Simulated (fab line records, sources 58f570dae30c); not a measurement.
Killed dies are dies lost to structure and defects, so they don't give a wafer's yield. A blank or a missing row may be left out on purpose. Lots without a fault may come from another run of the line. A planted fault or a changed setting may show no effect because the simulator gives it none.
Which tool did it? | flow berkeley_cmos170 | 14 lots, 42 wafers sampled, at 1 step of a route of 331

WHAT THE GAUGES READ, wafer by wafer
UCB170_V1_CD_MEAS_90: target cd 700 nm. Usual: cd_nm 700.0 nm, standard deviation 1.6.
lot  | measured     | on        | cd_nm (nm)        | flag
L310 | day 8 18:56  | cd_sem-02 | 699.7 698.5 699.4 |
L313 | day 9 06:13  | cd_sem-02 | 698.9 697.9 697.9 |
L314 | day 9 07:03  | cd_sem-01 | 699.8 699.4 699.6 |
L312 | day 9 08:07  | cd_sem-02 | 698.5 696.9 699.1 |
L311 | day 9 08:12  | cd_sem-01 | 699.9 700.3 700.4 |
L315 | day 9 08:52  | cd_sem-01 | 699.3 700.7 701.3 |
L319 | day 10 17:59 | cd_sem-01 | 697.9 698.9 699.3 |
L320 | day 10 18:16 | cd_sem-01 | 703.7 701.4 703.8 |
L323 | day 11 05:18 | cd_sem-01 | 701.8 698.9 699.5 |
L328 | day 12 06:10 | cd_sem-02 | 700.0 698.9 700.0 |
L326 | day 12 07:42 | cd_sem-01 | 703.4 701.9 700.4 |
L329 | day 13 04:37 | cd_sem-01 | 699.6 697.8 698.7 |
L330 | day 13 12:37 | cd_sem-01 | 698.5 699.2 699.8 |
L331 | day 13 16:21 | cd_sem-01 | 700.0 698.1 700.2 |

WHICH TOOL RAN EACH LOT (tool, then ch and the chambers of the sampled wafers, then the start)
The record holds no process step before these readings.

WHAT THE TOOLS THEMSELVES READ (means of the sampled wafers that have a number; where no wafer has one, the mark that the record gives instead)
The record holds no such reading with a usual standard deviation.

THE ANSWER, worked out from the rows above alone
Rule: a lot is off if the mean of its wafers that have a number lies more than 3 standard deviations from the usual mean. A lot without any number at a reading at which 4 lots or more have one is off too. The other lots that the step has rows for count as sound. The gauges are gone through in route order, then the tools' own readings, and for those a lot's mean is taken as printed above. The first step at which some lot is off is used, and at that step the reading that is off furthest; a lot without a number counts as furthest.
No lot is off at any reading shown: from this, nothing can be told.

WHAT THE SIMULATOR HAD PUT IN
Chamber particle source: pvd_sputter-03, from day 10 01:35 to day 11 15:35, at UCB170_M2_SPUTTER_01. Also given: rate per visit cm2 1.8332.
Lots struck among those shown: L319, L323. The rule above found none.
